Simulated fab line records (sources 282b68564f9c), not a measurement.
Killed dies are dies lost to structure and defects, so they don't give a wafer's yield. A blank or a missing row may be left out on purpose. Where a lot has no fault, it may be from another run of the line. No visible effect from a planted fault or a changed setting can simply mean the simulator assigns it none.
fab line records / flow rit_cmos
record lots=14 wafers=42 last_day=7
route steps=202 shown CONTACT@168 M1@202
lots that met no fault: from a run of the same line without faults
start_h: the number of hours between the record's first day and the start of the first shown wafer of the lot / wait_h: hours elapsed since this lot's preceding step / " repeats the value in the row above / L1.1+2: one row covering several wafers at once / - no value present, or no start provided / * or withheld: withheld / < > ~ a bound
route shown NAME@n: NAME is a module with steps in the file, n the number in the route of the first one / usual: mean/standard deviation of fault-free wafers / same: alike in all rows / chamber/n: place in a boat / sites: each site's reading / _std_site: standard deviation across them / _edge_site: the outer-site mean with the inner-site mean subtracted / radius_mm: for every site, how far away it sits from the centre of the wafer / mask NAME#n: copy n / behind: tool/chamber where the wafer was last shaped / hold: why the lot was held/for how many hours/how that ended / device: names the non-switching transistor (n, p or np) / end of line: the route-end tests of the same wafers / step lacking rows: just its recipe / killed: at the first sort, the dies lost to defects and structure; wafer yield is something else / map: the dies of a wafer, with x for killed, . for not killed, _ for no die there
set.NAME: the setting that was run; set.NAME@STEP: the one run at that earlier step / model.NAME: the simulator's own value behind a step, which no gauge read
one table for each step of the route and one row for each wafer, over a sample of lots
services: from which hour (start_h, from the record's first day; less than 0 if before it) a tool's chamber was out of use, for how many hours, and why
## steps
# step RIT_CONTACT_CVD_00
# recipe material=SiO2 target_thk_nm=400 precursor=TEOS temp_c=390 time_s=61 rf_w=400
# usual heater_power_w=299/58 run_length_s=88.9/0.46
lot.wafer=L527.1 tool=pecvd-04 chamber=0 start_h=65.88 wait_h=0.1 heater_power_w=415 run_length_s=88.8
lot.wafer=L527.4 tool=pecvd-04 chamber=1 start_h=65.88 wait_h=0.1 heater_power_w=299 run_length_s=88.8
lot.wafer=L527.5 tool=pecvd-04 chamber=0 start_h=65.88 wait_h=0.1 heater_power_w=438 run_length_s=89.1
lot.wafer=L528.2 tool=pecvd-03 chamber=2 start_h=69.39 wait_h=0.0 heater_power_w=204 run_length_s=88.5
lot.wafer=L528.4 tool=pecvd-03 chamber=0 start_h=69.39 wait_h=0.0 heater_power_w=200 run_length_s=89.4
lot.wafer=L528.6 tool=pecvd-03 chamber=1 start_h=69.39 wait_h=0.0 heater_power_w=353 run_length_s=90.0
lot.wafer=L529.2 tool=pecvd-01 chamber=0 start_h=72.24 wait_h=0.0 heater_power_w=360 run_length_s=88.6
lot.wafer=L529.3 tool=pecvd-01 chamber=2 start_h=72.24 wait_h=0.0 heater_power_w=297 run_length_s=89.8
lot.wafer=L529.6 tool=pecvd-01 chamber=0 start_h=72.24 wait_h=0.0 heater_power_w=277 run_length_s=89.0
lot.wafer=L530.2 tool=pecvd-04 chamber=0 start_h=79.08 wait_h=0.0 heater_power_w=347 run_length_s=88.9
lot.wafer=L530.3 tool=pecvd-04 chamber=2 start_h=79.08 wait_h=0.0 heater_power_w=307 run_length_s=88.5
lot.wafer=L530.6 tool=pecvd-04 chamber=0 start_h=79.08 wait_h=0.0 heater_power_w=370 run_length_s=88.8
lot.wafer=L531.1 tool=pecvd-03 chamber=2 start_h=82.17 wait_h=0.1 heater_power_w=261 run_length_s=88.6
lot.wafer=L531.4 tool=pecvd-03 chamber=0 start_h=82.17 wait_h=0.1 heater_power_w=196 run_length_s=89.0
lot.wafer=L531.6 tool=pecvd-03 chamber=1 start_h=82.17 wait_h=0.1 heater_power_w=279 run_length_s=89.5
lot.wafer=L535.3 tool=pecvd-03 chamber=1 start_h=99.79 wait_h=0.0 heater_power_w=307 run_length_s=89.5
lot.wafer=L535.4 tool=pecvd-03 chamber=2 start_h=99.79 wait_h=0.0 heater_power_w=278 run_length_s=88.6
lot.wafer=L535.5 tool=pecvd-03 chamber=1 start_h=99.79 wait_h=0.0 heater_power_w=320 run_length_s=90.3
lot.wafer=L534.2 tool=pecvd-01 chamber=1 start_h=100.89 wait_h=0.0 heater_power_w=324 run_length_s=88.7
lot.wafer=L534.4 tool=pecvd-01 chamber=2 start_h=100.89 wait_h=0.0 heater_power_w=285 run_length_s=89.1
lot.wafer=L534.6 tool=pecvd-01 chamber=1 start_h=100.89 wait_h=0.0 heater_power_w=247 run_length_s=89.0
lot.wafer=L536.1 tool=pecvd-04 chamber=2 start_h=108.55 wait_h=0.1 heater_power_w=304 run_length_s=88.0
lot.wafer=L536.2 tool=pecvd-04 chamber=1 start_h=108.55 wait_h=0.1 heater_power_w=308 run_length_s=88.5
lot.wafer=L536.3 tool=pecvd-04 chamber=0 start_h=108.55 wait_h=0.1 heater_power_w=412 run_length_s=88.7
lot.wafer=L537.2 tool=pecvd-03 chamber=2 start_h=112.98 wait_h=0.0 heater_power_w=268 run_length_s=88.9
lot.wafer=L537.3 tool=pecvd-03 chamber=1 start_h=112.98 wait_h=0.0 heater_power_w=336 run_length_s=89.7
lot.wafer=L537.6 tool=pecvd-03 chamber=2 start_h=112.98 wait_h=0.0 heater_power_w=277 run_length_s=89.1
lot.wafer=L542.2 tool=pecvd-04 chamber=1 start_h=132.37 wait_h=0.0 heater_power_w=271 run_length_s=122.9
lot.wafer=L542.4 tool=pecvd-04 chamber=2 start_h=132.37 wait_h=0.0 heater_power_w=311 run_length_s=88.5
lot.wafer=L542.5 tool=pecvd-04 chamber=0 start_h=132.37 wait_h=0.0 heater_power_w=429 run_length_s=88.9
lot.wafer=L545.1 tool=pecvd-04 chamber=1 start_h=151.20 wait_h=0.1 heater_power_w=237 run_length_s=123.1
lot.wafer=L545.2 tool=pecvd-04 chamber=0 start_h=151.20 wait_h=0.1 heater_power_w=399 run_length_s=88.8
lot.wafer=L545.4 tool=pecvd-04 chamber=0 start_h=151.20 wait_h=0.1 heater_power_w=400 run_length_s=89.5
lot.wafer=L546.2 tool=pecvd-03 chamber=2 start_h=158.00 wait_h=0.0 heater_power_w=282 run_length_s=88.8
lot.wafer=L546.3 tool=pecvd-03 chamber=0 start_h=158.00 wait_h=0.0 heater_power_w=234 run_length_s=89.6
lot.wafer=L546.5 tool=pecvd-03 chamber=1 start_h=158.00 wait_h=0.0 heater_power_w=357 run_length_s=89.7
lot.wafer=L547.1 tool=pecvd-01 chamber=0 start_h=162.02 wait_h=0.1 heater_power_w=270 run_length_s=88.6
lot.wafer=L547.3 tool=pecvd-01 chamber=1 start_h=162.02 wait_h=0.1 heater_power_w=338 run_length_s=89.3
lot.wafer=L547.6 tool=pecvd-01 chamber=2 start_h=162.02 wait_h=0.1 heater_power_w=309 run_length_s=89.5
lot.wafer=L549.1 tool=pecvd-03 chamber=0 start_h=167.28 wait_h=0.1 heater_power_w=227 run_length_s=89.4
lot.wafer=L549.2 tool=pecvd-03 chamber=2 start_h=167.28 wait_h=0.1 heater_power_w=279 run_length_s=88.8
lot.wafer=L549.4 tool=pecvd-03 chamber=0 start_h=167.28 wait_h=0.1 heater_power_w=237 run_length_s=89.2
# step RIT_CONTACT_THK_MEAS_01
# recipe reads=SiO2_of_CONTACT_CVD_00
# usual CONTACT_TEOS_THK=400/4.9
lot.wafer=L527.1 tool=film_metro-01 chamber=- start_h=65.94 wait_h=0.0 CONTACT_TEOS_THK[nm]=402
lot.wafer=L527.4 tool=film_metro-01 chamber=- start_h=65.94 wait_h=0.0 CONTACT_TEOS_THK[nm]=411
lot.wafer=L527.5 tool=film_metro-01 chamber=- start_h=65.94 wait_h=0.0 CONTACT_TEOS_THK[nm]=409
lot.wafer=L528.2 tool=film_metro-01 chamber=- start_h=69.45 wait_h=0.0 CONTACT_TEOS_THK[nm]=399
lot.wafer=L528.4 tool=film_metro-01 chamber=- start_h=69.45 wait_h=0.0 CONTACT_TEOS_THK[nm]=403
lot.wafer=L528.6 tool=film_metro-01 chamber=- start_h=69.45 wait_h=0.0 CONTACT_TEOS_THK[nm]=409
lot.wafer=L529.2 tool=film_metro-04 chamber=- start_h=72.31 wait_h=0.0 CONTACT_TEOS_THK[nm]=391
lot.wafer=L529.3 tool=film_metro-04 chamber=- start_h=72.31 wait_h=0.0 CONTACT_TEOS_THK[nm]=395
lot.wafer=L529.6 tool=film_metro-04 chamber=- start_h=72.31 wait_h=0.0 CONTACT_TEOS_THK[nm]=403
lot.wafer=L530.2 tool=film_metro-01 chamber=- start_h=79.14 wait_h=0.0 CONTACT_TEOS_THK[nm]=393
lot.wafer=L530.3 tool=film_metro-01 chamber=- start_h=79.14 wait_h=0.0 CONTACT_TEOS_THK[nm]=392
lot.wafer=L530.6 tool=film_metro-01 chamber=- start_h=79.14 wait_h=0.0 CONTACT_TEOS_THK[nm]=395
lot.wafer=L531.1 tool=film_metro-04 chamber=- start_h=82.22 wait_h=0.0 CONTACT_TEOS_THK[nm]=396
lot.wafer=L531.4 tool=film_metro-04 chamber=- start_h=82.22 wait_h=0.0 CONTACT_TEOS_THK[nm]=405
lot.wafer=L531.6 tool=film_metro-04 chamber=- start_h=82.22 wait_h=0.0 CONTACT_TEOS_THK[nm]=408
lot.wafer=L535.3 tool=film_metro-03 chamber=- start_h=99.86 wait_h=0.0 CONTACT_TEOS_THK[nm]=399
lot.wafer=L535.4 tool=film_metro-03 chamber=- start_h=99.86 wait_h=0.0 CONTACT_TEOS_THK[nm]=406
lot.wafer=L535.5 tool=film_metro-03 chamber=- start_h=99.86 wait_h=0.0 CONTACT_TEOS_THK[nm]=407
lot.wafer=L534.2 tool=film_metro-03 chamber=- start_h=100.95 wait_h=0.0 CONTACT_TEOS_THK[nm]=393
lot.wafer=L534.4 tool=film_metro-03 chamber=- start_h=100.95 wait_h=0.0 CONTACT_TEOS_THK[nm]=397
lot.wafer=L534.6 tool=film_metro-03 chamber=- start_h=100.95 wait_h=0.0 CONTACT_TEOS_THK[nm]=403
lot.wafer=L536.1 tool=film_metro-03 chamber=- start_h=108.60 wait_h=0.0 CONTACT_TEOS_THK[nm]=404
lot.wafer=L536.2 tool=film_metro-03 chamber=- start_h=108.60 wait_h=0.0 CONTACT_TEOS_THK[nm]=400
lot.wafer=L536.3 tool=film_metro-03 chamber=- start_h=108.60 wait_h=0.0 CONTACT_TEOS_THK[nm]=396
lot.wafer=L537.2 tool=film_metro-03 chamber=- start_h=113.05 wait_h=0.0 CONTACT_TEOS_THK[nm]=390
lot.wafer=L537.3 tool=film_metro-03 chamber=- start_h=113.05 wait_h=0.0 CONTACT_TEOS_THK[nm]=394
lot.wafer=L537.6 tool=film_metro-03 chamber=- start_h=113.05 wait_h=0.0 CONTACT_TEOS_THK[nm]=399
lot.wafer=L542.2 tool=film_metro-01 chamber=- start_h=132.43 wait_h=0.0 CONTACT_TEOS_THK[nm]=627
lot.wafer=L542.4 tool=film_metro-01 chamber=- start_h=132.43 wait_h=0.0 CONTACT_TEOS_THK[nm]=408
lot.wafer=L542.5 tool=film_metro-01 chamber=- start_h=132.43 wait_h=0.0 CONTACT_TEOS_THK[nm]=404
lot.wafer=L545.1 tool=film_metro-03 chamber=- start_h=151.25 wait_h=0.0 CONTACT_TEOS_THK[nm]=622
lot.wafer=L545.2 tool=film_metro-03 chamber=- start_h=151.25 wait_h=0.0 CONTACT_TEOS_THK[nm]=396
lot.wafer=L545.4 tool=film_metro-03 chamber=- start_h=151.25 wait_h=0.0 CONTACT_TEOS_THK[nm]=404
lot.wafer=L546.2 tool=film_metro-04 chamber=- start_h=158.06 wait_h=0.0 CONTACT_TEOS_THK[nm]=404
lot.wafer=L546.3 tool=film_metro-04 chamber=- start_h=158.06 wait_h=0.0 CONTACT_TEOS_THK[nm]=395
lot.wafer=L546.5 tool=film_metro-04 chamber=- start_h=158.06 wait_h=0.0 CONTACT_TEOS_THK[nm]=406
lot.wafer=L547.1 tool=film_metro-04 chamber=- start_h=162.07 wait_h=0.0 CONTACT_TEOS_THK[nm]=397
lot.wafer=L547.3 tool=film_metro-04 chamber=- start_h=162.07 wait_h=0.0 CONTACT_TEOS_THK[nm]=396
lot.wafer=L547.6 tool=film_metro-04 chamber=- start_h=162.07 wait_h=0.0 CONTACT_TEOS_THK[nm]=404
lot.wafer=L549.1 tool=film_metro-03 chamber=- start_h=167.33 wait_h=0.0 CONTACT_TEOS_THK[nm]=394
lot.wafer=L549.2 tool=film_metro-03 chamber=- start_h=167.33 wait_h=0.0 CONTACT_TEOS_THK[nm]=389
lot.wafer=L549.4 tool=film_metro-03 chamber=- start_h=167.33 wait_h=0.0 CONTACT_TEOS_THK[nm]=399
# step RIT_M1_PROBE_99
# usual killed_at_contacts=0.1/0.31 killed_at_front_end=7/3 killed_dies=7/3 killed_on_rim=1.8/1.2 killed_open=3.2/1.9 killed_short=3.6/2.2
# same gross_dies=264 killed_at_M0_to_M3=0 killed_at_M4_up=0 killed_at_back_side=0 killed_at_other=0
lot.wafer=L535.3 tool=prober-02 chamber=- start_h=106.58 wait_h=0.2 killed_at_contacts=0 killed_at_front_end=4 killed_dies=4 killed_on_rim=1 killed_open=2 killed_short=2
lot.wafer=L535.4 tool=prober-02 chamber=- start_h=106.63 wait_h=0.2 killed_at_contacts=0 killed_at_front_end=5 killed_dies=5 killed_on_rim=2 killed_open=3 killed_short=2
lot.wafer=L535.5 tool=prober-02 chamber=- start_h=106.68 wait_h=0.2 killed_at_contacts=0 killed_at_front_end=8 killed_dies=8 killed_on_rim=2 killed_open=3 killed_short=5
lot.wafer=L542.2 tool=prober-02 chamber=- start_h=139.04 wait_h=0.1 killed_at_contacts=255 killed_at_front_end=9 killed_dies=264 killed_on_rim=70 killed_open=2 killed_short=8
lot.wafer=L542.4 tool=prober-02 chamber=- start_h=139.14 wait_h=0.2 killed_at_contacts=0 killed_at_front_end=10 killed_dies=10 killed_on_rim=3 killed_open=7 killed_short=3
lot.wafer=L542.5 tool=prober-02 chamber=- start_h=139.19 wait_h=0.2 killed_at_contacts=0 killed_at_front_end=12 killed_dies=12 killed_on_rim=3 killed_open=4 killed_short=8
lot.wafer=L545.1 tool=prober-01 chamber=- start_h=157.46 wait_h=0.1 killed_at_contacts=256 killed_at_front_end=8 killed_dies=264 killed_on_rim=70 killed_open=3 killed_short=5
lot.wafer=L545.2 tool=prober-01 chamber=- start_h=157.51 wait_h=0.1 killed_at_contacts=0 killed_at_front_end=3 killed_dies=3 killed_on_rim=1 killed_open=2 killed_short=1
lot.wafer=L545.4 tool=prober-01 chamber=- start_h=157.61 wait_h=0.2 killed_at_contacts=0 killed_at_front_end=6 killed_dies=6 killed_on_rim=0 killed_open=6 killed_short=0
# killed by level:class
L535.3 GATE:geometric_particle:short=2 FOX2:geometric_particle:open=1 SPACER:geometric_particle:open=1
L535.4 FOX2:geometric_particle:short=1 GATE:geometric_particle:open=1 GATE:geometric_particle:short=1 REOX:geometric_particle:open=1 SILICIDE:geometric_particle:open=1
L535.5 GATE:geometric_particle:open=3 GATE:geometric_particle:short=3 REOX:geometric_particle:short=1 SILICIDE:geometric_particle:short=1
L542.2 CONTACT:area_etch=254 GATE:geometric_particle:short=3 FOX1:geometric_particle:short=2 FOX2:geometric_particle:short=1 REOX:geometric_particle:open=1 SPACER:geometric_particle:open=1 SILICIDE:geometric_particle:short=1 CONTACT:geometric_particle:short=1
L542.4 GATE:geometric_particle:open=2 GATE:geometric_particle:short=2 SPACER:geometric_particle:open=2 SILICIDE:geometric_particle:open=2 FOX1:geometric_particle:open=1 SILICIDE:geometric_particle:short=1
L542.5 GATE:geometric_particle:short=5 FOX1:geometric_particle:short=2 GATE:geometric_particle:open=2 REOX:geometric_particle:open=1 SPACER:geometric_particle:short=1 SILICIDE:geometric_particle:open=1
L545.1 CONTACT:area_etch=256 GATE:geometric_particle:short=3 FOX1:geometric_particle:short=2 FOX1:geometric_particle:open=2 GATE:geometric_particle:open=1
L545.2 FOX2:geometric_particle:open=1 GATE:geometric_particle:open=1 SILICIDE:geometric_particle:short=1
L545.4 SILICIDE:geometric_particle:open=3 FOX2:geometric_particle:open=2 GATE:geometric_particle:open=1
## services
tool=pecvd-04 chamber=- start_h=43.63 hours=0.3 kind=repair
tool=pecvd-01 chamber=- start_h=59.05 hours=5.5 kind=pm
tool=pecvd-03 chamber=- start_h=62.97 hours=1.3 kind=repair
## key
first_sign step=RIT_CONTACT_CVD_00 reading=run_length_s direction=up sigmas=73 usual=* struck=*
effect step=RIT_CONTACT_THK_MEAS_01 reading=CONTACT_TEOS_THK direction=up sigmas=46 usual=400 struck=624
effect step=RIT_M1_PROBE_99 reading=killed_at_contacts direction=up sigmas=99+ usual=0.1 struck=255.5
more_kills_born_at RIT_CONTACT_ETCH_11@rie_diel-04=256 RIT_CONTACT_ETCH_11@rie_diel-03=254
met_at RIT_CONTACT_CVD_00
struck_lots L542,L545
struck_wafers L542.2,L545.1
later_rows_left_out L542.2,L545.1
tester_left_out L542,L545
onset_between 108.55 132.37
fault kind=process_parameter_drift tool=pecvd-04 chamber=1 onset_h=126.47 steps=RIT_CONTACT_CVD_00 channel=time_s offset=* shape=step end_h=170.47 stated=*
# tester_left_out: of these lots the tester's yield and bins aren't shown, on N5 and GAA mostly nor the transistor test; their killed dies are dies lost to structure and defects alone, not to doping, threshold or leakage, so they don't give the yield
# later_rows_left_out: the simulator's readings of these wafers behind a module that went badly wrong aren't trusted and aren't shown, but for the sort
